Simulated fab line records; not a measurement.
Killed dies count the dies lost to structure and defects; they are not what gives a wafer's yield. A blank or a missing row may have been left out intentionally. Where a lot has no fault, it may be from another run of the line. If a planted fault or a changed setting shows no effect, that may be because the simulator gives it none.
A struck lot beside a sound one | flow rit_cmos | 18 out of 202 route steps
Sound: these wafers, L647.1, L647.3, L647.4. Wafers struck: L652.4, L652.5, L652.6. The cause comes at the end.
Order at every step that has rows: each side's tool, ch and its chambers, its first start. Under that, the readings that differ: sound wafers | struck wafers | difference of the means | sigmas: that difference in standard deviations of wafers without a fault.
alike: same words and numbers on both sides, and readings whose means sit less than 2 such deviations apart. not compared: any withheld reading, any reading some wafer has no value for, any bound like >300 that may hide the same value, and any number with overlapping values for which the record gives no deviation.
The two part at a step that has a row with sigmas, a row that says differs or no value, or rows on one side only. Numbers that have no deviation but don't overlap get no sigmas and don't part them. A reading missing from all wafers of one side parts the sides only when that side holds two or more wafers.

RIT_M1_SPUTTER_00: material Al, target thk 400 nm, time 500 s.
  sound on pvd_sputter-02 at day 4 05:43; struck on pvd_sputter-02 at day 5 01:55
  alike: chamber_pressure_pa, throttle_valve_pct
RIT_M1_RS_MEAS_01: the measuring method here is four-point-probe.
  sound on film_metro-04 at day 4 06:01; struck on film_metro-01 at day 5 02:16
  alike: M1_AL_RS
RIT_M1_THK_MEAS_02: measures by xrf.
  sound on film_metro-04 at day 4 06:08; struck on film_metro-01 at day 5 02:22
  alike: M1_AL_THK
then, 6 steps without rows for these wafers: RIT_M1_HMDS_03 (prime time 60 s); RIT_M1_COAT_04 (resist thk 1283 nm); RIT_M1_SOFTBAKE_05 (time 60 s); RIT_M1_EXPOSE_06 (exposes mask M12, target cd 2600 nm); RIT_M1_PEB_07; RIT_M1_DEVELOP_08 (develop time 68 s).
RIT_M1_CD_MEAS_09: the cd target is 2600 nm.
  sound on cd_sem-02 at day 4 07:11; struck on cd_sem-02 at day 5 03:20
  alike: cd_nm
RIT_M1_OVL_MEAS_10:
  sound on overlay-02 at day 4 07:19; struck on overlay-02 at day 5 03:25
  alike: M1_OVL
then, 1 step without rows for these wafers: RIT_M1_HARDBAKE_11 (time 120 s).
RIT_M1_METAL_ETCH_12: etches Al in Cl2/BCl3, stops on SiO2, time 165 s, target depth 600 nm.
  sound on rie_metal-03 ch 0,1, day 4 07:36; struck on rie_metal-01 ch 0,1, day 5 03:44
  no value came back on the struck wafers for any of 5 readings (bcl3_flow_sccm (sccm), chamber_pressure_mTorr (mTorr) and others); on the sound wafers bcl3_flow_sccm (sccm) reads 50.18 50.06 50.11
  reading                                  | sound             | struck            | difference | sigmas
  model.NOVOLAK_of_M1_COAT_04.thk_nm (nm)  | 782.6 806.5 782.1 | 1128 1124 1126    | +336       |
  model.SiO2_of_CONTACT_CVD_00.thk_nm (nm) | 364.4 362.1 366.6 | 401.4 402.3 409.2 | +39.9      |
  not compared: rf_hours_counter_h
then, 1 step without rows for these wafers: RIT_M1_STRIP_13 (strips in nmp, time 600 s).
RIT_M1_STRIP_14: strips in O2, time 180 s.
  sound on plasma_asher-04 ch 0,1, day 4 07:59; struck on plasma_asher-01 ch 0,1, day 5 04:04
  alike: drypump_motor_current_A
  not compared: rf_hours_counter_h
RIT_M1_CD_MEAS_90: the cd target is 2600 nm.
  sound on cd_sem-01 at day 4 08:13; struck on cd_sem-01 at day 5 04:15
  reading    | sound                | struck | difference                    | sigmas
  cd_nm (nm) | 2597.4 2598.0 2597.9 | - - -  | no value on the struck wafers |
then, 1 step without rows for these wafers: RIT_M1_ANNEAL_15 (time 1800 s).
RIT_M1_PROBE_99:
  sound on prober-02 at day 4 12:59; struck on prober-01 at day 5 07:33
  reading                  | sound             | struck          | difference | sigmas
  defect_limited_yield (%) | 95.8 98.5 97.0    | 0 0 0           | -97        | -88
  killed_at_M0_to_M3       | 0 0 0             | 260 259 261     | +260       | +99 or more
  killed_dies              | 11 4 8            | 264 264 264     | +256       | +88
  killed_on_rim            | 3 0 2             | 70 70 70        | +68        | +49
  sort_bin_5_function (%)  | 1.1 0.8 1.1       | 99.6 98.9 100.0 | +98.5      | +99 or more
  sort_n_pass              | 253.0 260.0 256.0 | 0 0 0           | -256       | -88
  sort_yield_pct (%)       | 95.8 98.5 97.0    | 0 0 0           | -97        | -88
  alike: killed_at_contacts, killed_at_front_end, killed_open, killed_short, sort_bin_3_pad_short, sort_bin_6_memory

WHERE THEY PART
At RIT_M1_METAL_ETCH_12 first; at RIT_M1_PROBE_99 last (within this record only).

WHY: the cause the simulator had injected
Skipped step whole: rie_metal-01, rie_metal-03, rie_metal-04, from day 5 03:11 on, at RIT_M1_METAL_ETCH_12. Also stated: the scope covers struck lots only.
